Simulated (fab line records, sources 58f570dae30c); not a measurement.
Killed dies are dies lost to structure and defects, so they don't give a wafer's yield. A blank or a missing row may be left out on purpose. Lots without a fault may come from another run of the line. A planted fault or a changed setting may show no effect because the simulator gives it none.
Which tool did it? | flow berkeley_cmos170 | 14 lots, 42 wafers sampled, at 5 steps of a route of 331

WHAT THE GAUGES READ, wafer by wafer
UCB170_NWELL_OVL_MEAS_12.
lot  | measured    | on         | NWELL_OVL (nm)
L812 | day 2 12:44 | overlay-02 | -3 5 -4
L814 | day 3 00:40 | overlay-02 | -4 -7 -8
L817 | day 3 09:55 | overlay-02 | -12 -13 -3
L816 | day 3 10:26 | overlay-02 | -1 0 -2
L818 | day 3 16:55 | overlay-02 | 4 6 -1
L820 | day 4 04:43 | overlay-01 | -11 -20 -10
L821 | day 4 08:14 | overlay-01 | 4 -1 -1
L822 | day 4 14:11 | overlay-02 | 2 4 -3
L828 | day 5 22:02 | overlay-01 | -2 6 -1
L827 | day 5 22:12 | overlay-01 | 2 4 7
L829 | day 6 05:13 | overlay-01 | -6 -1 -2
L832 | day 6 16:23 | overlay-02 | -6 -12 -5
L833 | day 7 01:05 | overlay-01 | 2 -9 6
L835 | day 7 10:21 | overlay-01 | -7 -3 -7

UCB170_NWELL_TW_MEAS_16.
lot  | measured    | on            | NWELL_TW
L812 | day 2 13:07 | film_metro-02 | 1241 1234 1240
L814 | day 3 01:03 | film_metro-02 | 1245 1241 1242
L817 | day 3 10:18 | film_metro-04 | 1256 1255 1255
L816 | day 3 10:50 | film_metro-01 | 1231 1234 1230
L818 | day 3 17:19 | film_metro-01 | 1237 1232 1234
L820 | day 4 05:07 | film_metro-01 | 1228 1233 1234
L821 | day 4 08:37 | film_metro-02 | 1249 1242 1243
L822 | day 4 14:35 | film_metro-02 | 1244 1248 1246
L828 | day 5 22:25 | film_metro-01 | 1236 1233 1237
L827 | day 5 22:35 | film_metro-04 | 1246 1245 1245
L829 | day 6 05:36 | film_metro-04 | 1255 1245 1257
L832 | day 6 16:46 | film_metro-04 | 1249 1247 1247
L833 | day 7 01:29 | film_metro-04 | 1259 1253 1255
L835 | day 7 10:44 | film_metro-04 | 1256 1250 1252

UCB170_PFIELD_TW_MEAS_09.
lot  | measured    | on            | PFIELD_TW
L812 | day 4 19:50 | film_metro-01 | 595 596 594
L814 | day 5 04:59 | film_metro-02 | 600 599 599
L817 | day 5 18:18 | film_metro-01 | 593 593 593
L816 | day 5 18:40 | film_metro-04 | 600 600 599
L818 | day 6 01:49 | film_metro-02 | 598 595 595
L820 | day 6 16:53 | film_metro-01 | 588 591 591
L821 | day 6 16:04 | film_metro-02 | 596 593 598
L822 | day 6 16:23 | film_metro-04 | 606 607 607
L828 | day 8 10:46 | film_metro-04 | 603 605 602
L827 | day 8 03:13 | film_metro-04 | 604 606 602
L829 | day 8 14:55 | film_metro-04 | 570 569 570
L832 | day 9 00:14 | film_metro-01 | 564 569 566
L833 | day 9 09:09 | film_metro-02 | 596 602 599
L835 | day 9 23:46 | film_metro-02 | 597 600 597

UCB170_SCREENOX_THK_MEAS_02.
lot  | measured     | on            | SCREENOX_OXIDE_THK (nm)
L812 | day 6 00:30  | film_metro-04 | 14.62 14.36 14.51
L814 | day 6 10:52  | film_metro-03 | 14.75 14.90 14.94
L817 | day 7 02:08  | film_metro-03 | 14.72 14.56 14.70
L816 | day 7 02:09  | film_metro-02 | 14.59 14.49 14.36
L818 | day 7 02:10  | film_metro-04 | 14.54 14.12 14.24
L820 | day 7 18:56  | film_metro-04 | 14.55 14.62 14.80
L821 | day 7 18:55  | film_metro-02 | 14.61 14.27 14.23
L822 | day 7 18:56  | film_metro-03 | 14.35 14.65 14.28
L828 | day 9 16:23  | film_metro-02 | 14.31 14.44 14.35
L827 | day 9 07:52  | film_metro-04 | 14.46 14.56 14.42
L829 | day 9 16:23  | film_metro-03 | 14.26 14.21 14.04
L832 | day 10 03:37 | film_metro-04 | 14.27 14.41 14.31
L833 | day 10 11:02 | film_metro-02 | 14.33 14.68 14.35
L835 | day 11 04:56 | film_metro-02 | 14.78 14.77 14.86

WHICH TOOL RAN EACH LOT (tool, then ch and the chambers of the sampled wafers, then the start)
lot  | UCB170_PFIELD_IMPLANT_07
L812 | implanter-01 ch 0, day 4 19:37
L814 | implanter-04 ch 0, day 5 04:44
L817 | implanter-03 ch 0, day 5 18:03
L816 | implanter-04 ch 0, day 5 18:26
L818 | implanter-04 ch 0, day 6 01:35
L820 | implanter-04 ch 0, day 6 16:38
L821 | implanter-01 ch 0, day 6 15:49
L822 | implanter-04 ch 0, day 6 16:09
L828 | implanter-04 ch 0, day 8 10:31
L827 | implanter-03 ch 0, day 8 02:58
L829 | implanter-03 ch 0, day 8 14:40
L832 | implanter-03 ch 0, day 9 00:01
L833 | implanter-01 ch 0, day 9 08:54
L835 | implanter-04 ch 0, day 9 23:31
- UCB170_PFIELD_IMPLANT_07

WHAT THE TOOLS THEMSELVES READ (means of the sampled wafers that have a number; where no wafer has one, the mark that the record gives instead)
UCB170_PFIELD_IMPLANT_07.
lot  | tool         | beam_energy_keV
L812 | implanter-01 | 79.979
L814 | implanter-04 | 79.978
L817 | implanter-03 | 80.006
L816 | implanter-04 | 80.013
L818 | implanter-04 | 80.003
L820 | implanter-04 | 80.027
L821 | implanter-01 | 79.997
L822 | implanter-04 | 79.993
L828 | implanter-04 | 79.982
L827 | implanter-03 | 79.985
L829 | implanter-03 | 51.999
L832 | implanter-03 | 51.988
L833 | implanter-01 | 79.950
L835 | implanter-04 | 80.020

THE ANSWER, worked out from the rows above alone
Rule: what is usual is taken from the lots themselves. Put in order of their means at a reading, lots are off if they are a third of the lots or fewer, leave a main group of 4 or more, and stand apart from it by a gap of 3 or more times the standard deviation of the main group's means; of several such gaps the widest counts. A main group whose means are all the same, to the digits that the tables above print for the reading, isn't used. A lot without any number at a reading at which 4 lots or more have one is off too. The other lots that the step has rows for count as sound. The gauges are gone through in route order, then the tools' own readings, and for those a lot's mean is taken as printed above. The first step at which some lot is off is used, and at that step the reading that is off furthest; a lot without a number counts as furthest.
Off: L829, L832, at UCB170_PFIELD_TW_MEAS_09 (PFIELD_TW). The main group: mean 598, standard deviation 4.6.
A tool fits if, at a process step before that reading, it ran every lot that is off, and no sound lot after the first of them. The gauges at UCB170_PFIELD_TW_MEAS_09 aren't tried: what is off there is off at UCB170_PFIELD_IMPLANT_07 too, on other tools, and a gauge's error can't cause that. One fits: implanter-03 at UCB170_PFIELD_IMPLANT_07. Its last sound lot is L827 (day 8 02:58), its first lot that is off L829 (day 8 14:40): a fault that began between those two fits.
The tool's own readings at UCB170_PFIELD_IMPLANT_07 bear it out: on the lots that are off they differ by more than 5 times the standard deviation of the sound lots' means. beam_energy_keV reads 51.993 there against 79.994 on the sound lots.

WHAT THE SIMULATOR HAD PUT IN
Process parameter drift: implanter-03, from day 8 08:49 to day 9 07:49, at UCB170_PFIELD_IMPLANT_07. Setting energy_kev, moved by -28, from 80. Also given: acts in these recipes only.
Lots struck among those shown: L829, L832. The rule above found the same.
